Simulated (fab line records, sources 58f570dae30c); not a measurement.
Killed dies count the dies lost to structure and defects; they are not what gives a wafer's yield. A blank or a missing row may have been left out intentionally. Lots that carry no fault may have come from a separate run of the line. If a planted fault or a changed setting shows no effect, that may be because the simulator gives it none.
Matching of chambers	flow berkeley-cmos170	pecvd-03 running UCB170_SPACER_CVD_00: 3 sister chambers
The step deposits SiO2 from TEOS/O2, target thk 376 nm, time 47 s. 16 wafers are shown with their chamber, then 8 later ones without.

WAFERS PAIRED WITH THEIR CHAMBERS
wafer	chamber	rf-fwd-power-W (W)	heater-power-w (W)
L074.2	2	547.1	273
L074.3	0	544.1	245
L074.5	0	544.8	267
L082.2	1	541.7	295
L082.4	2	543.9	197
L082.5	1	541.5	303
L085.1	2	545.4	261
L085.2	1	544.9	221
L085.5	0	543.4	306
L087.2	1	542.6	273
L087.3	0	544.0	269
L087.5	2	545.4	267
L088.1	2	550.2	214
L088.2	0	547.0	268
L088.3	1	540.3	234
L092.3	1	544.0	294

SIGNATURES, as means of the wafers listed above
reading	chamber 0	chamber 1	chamber 2	scatter within a chamber
rf-fwd-power-W	544.660	542.500	546.400	1.87
heater-power-w	271.00	270.00	242.40	31.2
Rule: distance of a wafer from a chamber = root of the sum over the readings of ((wafer's reading minus chamber's mean) / reading's scatter) squared. If the next closest chamber is less than 2 further off than the closest, the wafer can't be placed; otherwise it belongs to the closest. How the scatter is found: for the shown wafers, subtract from each reading the mean of its chamber, square and add these, divide the total by (wafers less chambers), then take the root.

WAFERS WITHOUT THEIR CHAMBER
wafer	rf-fwd-power-W (W)	heater-power-w (W)
L092.4	545.2	239
L092.5	543.0	221
L090.2	545.0	242
L090.5	543.8	302
L090.6	545.0	258
L096.1	541.4	255
L096.3	543.6	236
L096.5	544.0	267

WHICH CHAMBER EACH WENT THROUGH
wafer	from the rows above	in truth
L092.4	can't be placed: 2 or 0 or 1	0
L092.5	can't be placed: 1 or 0 or 2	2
L090.2	can't be placed: 2 or 0 or 1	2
L090.5	can't be placed: 0 or 1 or 2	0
L090.6	can't be placed: 0 or 2 or 1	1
L096.1	can't be placed: 1 or 0 or 2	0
L096.3	can't be placed: 1 or 0 or 2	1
L096.5	can't be placed: 0 or 1 or 2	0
Correct placement for 0 of the 8. Not placeable from these rows: 8 (in 8, the candidates include the true chamber). 0 placed wrongly.
